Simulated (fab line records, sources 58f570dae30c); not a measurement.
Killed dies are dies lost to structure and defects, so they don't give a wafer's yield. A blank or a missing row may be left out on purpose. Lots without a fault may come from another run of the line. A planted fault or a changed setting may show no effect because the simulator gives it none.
A struck lot beside a sound one | flow berkeley_cmos170 | 44 steps out of a route of 331
Sound: wafers L803.1, L803.4, L803.5. Struck: wafers L809.1, L809.4, L809.6. The cause comes at the end.
At each step with rows: each side's tool, then ch and its chambers, then its first start. Under that, the readings that differ: sound wafers | struck wafers | difference of the means | sigmas: that difference in standard deviations of wafers without a fault.
alike: readings whose means differ by less than 2 such deviations, and words and numbers that are the same on both sides. not compared: withheld readings, readings that some wafer has no value for, bounds like >300 that may hide the same value, and numbers for which the record gives no deviation and whose values overlap.
The two part at a step that has a row with sigmas, a row that says differs or no value, or rows on one side only. Numbers that don't overlap but have no deviation are shown without sigmas and don't part them. A reading that every wafer of one side lacks parts them only if that side has two wafers or more.

first, 7 steps without rows for these wafers: UCB170_ACTIVE_CLEAN_17 (cleans in SPM, time 600 s); UCB170_PFIELD_HMDS_00 (prime time 60 s); UCB170_PFIELD_COAT_01 (resist thk 900 nm); UCB170_PFIELD_SOFTBAKE_02 (time 60 s); UCB170_PFIELD_EXPOSE_03 (exposes mask PFIELD, target cd 1500 nm); UCB170_PFIELD_PEB_04; UCB170_PFIELD_DEVELOP_05 (develop time 45 s).
UCB170_PFIELD_OVL_MEAS_06:
  sound on overlay-01, day 6 04:29; struck on overlay-01, day 7 17:32
  alike: PFIELD_OVL
then, 1 step without rows for these wafers: UCB170_PFIELD_IMPLANT_07.
UCB170_PFIELD_STRIP_08: strips in O2.
  sound on plasma_asher-04 ch 0,1, day 6 04:40; struck on plasma_asher-03 ch 0,1, day 7 17:43
  alike: drypump_motor_current_A, oes_product_au, strip_time_to_endpoint_s
  not compared: rf_hours_counter_h
UCB170_PFIELD_TW_MEAS_09:
  sound on film_metro-03, day 6 04:46; struck on film_metro-01, day 7 17:50
  alike: PFIELD_TW
then, 1 step without rows for these wafers: UCB170_FIELD_CLEAN_00 (cleans in dHF, time 7.5 s).
UCB170_FIELD_OXIDATION_01: target thk 558.3 nm, ox time 7200 s.
  sound on furnace-01 ch 0, day 6 09:40; struck on furnace-02 ch 0, day 8 07:38
UCB170_FIELD_THK_MEAS_02:
  sound on film_metro-02, day 6 12:40; struck on film_metro-04, day 8 10:41
  reading              | sound       | struck      | difference | sigmas
  FIELD_OXIDE_THK (nm) | 548 543 556 | 860 855 861 | +310       | +36
then, 1 step without rows for these wafers: UCB170_FIELD_ANNEAL_03 (time 1200 s).
UCB170_FIELD_WET_ETCH_04: etches SiO2 in dHF, time 60 s.
  sound on wet_bench-01 ch 2, day 6 18:07; struck on wet_bench-03 ch 1, day 8 12:51
  reading                                      | sound           | struck            | difference | sigmas
  model.SiO2_of_FIELD_OXIDATION_01.thk_nm (nm) | 514.8 510 522.6 | 827.5 822.2 828.1 | +310.1     |
then, 1 step without rows for these wafers: UCB170_FIELD_WET_ETCH_05 (etches Si3N4 in H3PO4, time 12600 s).
UCB170_FIELD_WET_ETCH_06: etches SiO2 in BOE, time 22 s.
  sound on wet_bench-03 ch 1, day 6 21:40; struck on wet_bench-03 ch 3, day 8 16:23
  reading                                      | sound             | struck            | difference | sigmas
  model.SiO2_of_FIELD_OXIDATION_01.thk_nm (nm) | 432.5 427.6 440.2 | 743.7 738.5 744.4 | +308.8     |
UCB170_FIELD_THK_MEAS_90:
  sound on film_metro-03, day 6 21:42; struck on film_metro-03, day 8 16:24
  reading                     | sound       | struck      | difference | sigmas
  FIELD_OXIDE_LEFT_1_THK (nm) | 433 427 441 | 744 738 744 | +308       | +35
then, 2 steps without rows for these wafers: UCB170_SACOX_CLEAN_00 (cleans in dHF, time 7.5 s); UCB170_SACOX_OXIDATION_01 (target thk 14.4 nm, ox time 2400 s).
UCB170_SACOX_THK_MEAS_02:
  sound on film_metro-03, day 7 08:21; struck on film_metro-01, day 8 20:57
  alike: SACOX_OXIDE_THK
then, 2 steps without rows for these wafers: UCB170_SCREENOX_WET_ETCH_00 (etches SiO2 in dHF, time 200 s); UCB170_SCREENOX_OXIDATION_01 (target thk 14.4 nm, ox time 2400 s).
UCB170_SCREENOX_THK_MEAS_02:
  sound on film_metro-01, day 7 18:08; struck on film_metro-01, day 9 04:20
  alike: SCREENOX_OXIDE_THK
then, 7 steps without rows for these wafers: UCB170_SCREENOX_ANNEAL_03 (time 900 s); UCB170_NVT_HMDS_00 (prime time 60 s); UCB170_NVT_COAT_01 (resist thk 900 nm); UCB170_NVT_SOFTBAKE_02 (time 60 s); UCB170_NVT_EXPOSE_03 (exposes mask PWELL, target cd 3000 nm); UCB170_NVT_PEB_04; UCB170_NVT_DEVELOP_05 (develop time 42.88 s).
UCB170_NVT_OVL_MEAS_06:
  sound on overlay-01, day 8 04:02; struck on overlay-02, day 9 11:01
  alike: NVT_OVL
then, 1 step without rows for these wafers: UCB170_NVT_IMPLANT_07.
UCB170_NVT_STRIP_08: strips in O2.
  sound on plasma_asher-02 ch 0,1, day 8 04:13; struck on plasma_asher-03 ch 0,1, day 9 11:13
  reading                      | sound             | struck            | difference | sigmas
  strip_time_to_endpoint_s (s) | 21.57 21.55 21.50 | 21.72 21.75 21.74 | +0.20      | +3
  alike: drypump_motor_current_A, oes_product_au
  not compared: rf_hours_counter_h
UCB170_NVT_TW_MEAS_09:
  sound on film_metro-03, day 8 04:19; struck on film_metro-01, day 9 11:19
  alike: NVT_TW
then, 6 steps without rows for these wafers: UCB170_NVT_CLEAN_10 (cleans in SPM, time 600 s); UCB170_PVT_HMDS_00 (prime time 60 s); UCB170_PVT_COAT_01 (resist thk 900 nm); UCB170_PVT_SOFTBAKE_02 (time 60 s); UCB170_PVT_EXPOSE_03 (exposes mask NWELL, target cd 3000 nm); UCB170_PVT_PEB_04.
UCB170_FIELD_THK_MEAS_91:
  sound on film_metro-03, day 8 06:22; struck on film_metro-02, day 9 13:38
  reading                     | sound       | struck      | difference | sigmas
  FIELD_OXIDE_LEFT_2_THK (nm) | 344 339 351 | 655 650 656 | +309       | +34
UCB170_M3_PROBE_99:
  the record has rows for the sound wafers here (prober-01, day 10 10:08) and none for the struck ones

WHERE THEY PART
First at UCB170_FIELD_THK_MEAS_02; last, within this record, at UCB170_M3_PROBE_99.

WHY: what the simulator had put in
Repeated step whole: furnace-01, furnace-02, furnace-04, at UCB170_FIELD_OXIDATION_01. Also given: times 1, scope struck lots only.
